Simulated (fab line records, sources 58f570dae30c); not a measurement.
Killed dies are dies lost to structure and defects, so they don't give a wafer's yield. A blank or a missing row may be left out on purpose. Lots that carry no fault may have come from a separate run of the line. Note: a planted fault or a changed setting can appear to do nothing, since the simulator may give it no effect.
Tool commonality check | flow berkeley_cmos170 | Lots sampled 14, wafers sampled 42

WHAT PROMPTED THE OPENING
At UCB170_WELLDRIVE_THK_MEAS_02 the reading WELLDRIVE_OXIDE_THK is flagged on 2 of 14 lots. No-fault wafers: 198 nm, standard deviation 3.5.
Rule: a lot gets a flag if all its wafers with a number sit over 4 standard deviations from that mean, or if no wafer of it has a number. As for the other lots, they are considered sound.

lot  | measured    | on            | WELLDRIVE_OXIDE_THK (nm), wafer by wafer | flag
L635 | day 4 01:48 | film_metro-02 | 197 197 197                              |
L636 | day 4 15:20 | film_metro-01 | 202 205 203                              |
L637 | day 4 15:20 | film_metro-03 | 197 197 198                              |
L638 | day 4 15:20 | film_metro-02 | 195 195 199                              |
L639 | day 5 01:35 | film_metro-03 | 199 198 195                              |
L640 | day 5 01:35 | film_metro-01 | 200 199 197                              |
L641 | day 5 07:53 | film_metro-02 | 198 196 195                              |
L642 | day 5 07:55 | film_metro-01 | 193 192 194                              |
L643 | day 5 16:50 | film_metro-02 | 195 195 194                              |
L645 | day 5 23:36 | film_metro-01 | 197 198 199                              |
L647 | day 6 07:26 | film_metro-01 | 228 223 226                              | FLAGGED
L646 | day 6 07:28 | film_metro-03 | 226 223 225                              | FLAGGED
L649 | day 6 19:19 | film_metro-01 | 197 198 200                              |
L652 | day 7 14:43 | film_metro-01 | 192 193 193                              |
Average over the flagged lots: 225 nm; offset from the usual +27 nm, equal to +8 standard deviations.

EACH LOT AND THE TOOL IT RAN ON
The record holds 1 process step before the reading, out of a route of 331 steps. Every cell lists first the tool, next ch and the chambers used by the sampled wafers, and last the start.
lot  | flag    | UCB170_WELLDRIVE_OXIDATION_01
L635 |         | furnace-01 ch 0, day 3 22:17
L636 |         | furnace-04 ch 0, day 4 11:50
L637 |         | furnace-04 ch 0, day 4 11:50
L638 |         | furnace-04 ch 0, day 4 11:50
L639 |         | furnace-01 ch 0, day 4 22:04
L640 |         | furnace-01 ch 0, day 4 22:04
L641 |         | furnace-02 ch 0, day 5 04:23
L642 |         | furnace-02 ch 0, day 5 04:23
L643 |         | furnace-02 ch 0, day 5 13:19
L645 |         | furnace-01 ch 0, day 5 20:06
L647 | FLAGGED | furnace-01 ch 0, day 6 03:56
L646 | FLAGGED | furnace-01 ch 0, day 6 03:56
L649 |         | furnace-04 ch 0, day 6 15:49
L652 |         | furnace-02 ch 0, day 7 11:12
These steps, and what they do:
- UCB170_WELLDRIVE_OXIDATION_01: target thk 199 nm, ox time 9000 s.
- UCB170_WELLDRIVE_THK_MEAS_02

FLAGGED AGAINST TOTAL, ONE TOOL AT A TIME (gauges that did the reading follow at the end)
step                          | tool          | lots run | flagged | share of the flagged lots | sound lots run after its first flagged lot
UCB170_WELLDRIVE_OXIDATION_01 | furnace-01    | 6        | 2       | all                       | 0
UCB170_WELLDRIVE_OXIDATION_01 | furnace-02    | 4        | 0       | none                      | -
UCB170_WELLDRIVE_OXIDATION_01 | furnace-04    | 4        | 0       | none                      | -
UCB170_WELLDRIVE_THK_MEAS_02  | film_metro-01 | 7        | 1       | some                      | 2 (L649,L652)
UCB170_WELLDRIVE_THK_MEAS_02  | film_metro-02 | 4        | 0       | none                      | -
UCB170_WELLDRIVE_THK_MEAS_02  | film_metro-03 | 3        | 1       | some                      | 0

WHAT THE TABLE ALLOWS
Rows of the table that ran each flagged lot: 1, that is furnace-01 at UCB170_WELLDRIVE_OXIDATION_01.
- furnace-01 at UCB170_WELLDRIVE_OXIDATION_01 ran 6 lots, 2 of them flagged. A fault beginning between L645 (day 5 20:06), its last sound lot, and L646 (day 6 03:56), its first flagged one, fits the data. Its own readings lie more than 4 standard deviations out on every wafer of the flagged lots: spike_tc_centre_C, spike_tc_load_C, spike_tc_source_C, tube_center_temp_C, tube_center_temp_C_max.
Left over: one tool, furnace-01 at UCB170_WELLDRIVE_OXIDATION_01.

WHAT HAD BEEN PUT IN BY THE SIMULATOR
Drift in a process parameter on furnace-01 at UCB170_WELLDRIVE_OXIDATION_01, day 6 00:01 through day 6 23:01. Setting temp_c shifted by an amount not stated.
Lots struck among those shown: L647, L646. This agrees with what the rule above found.
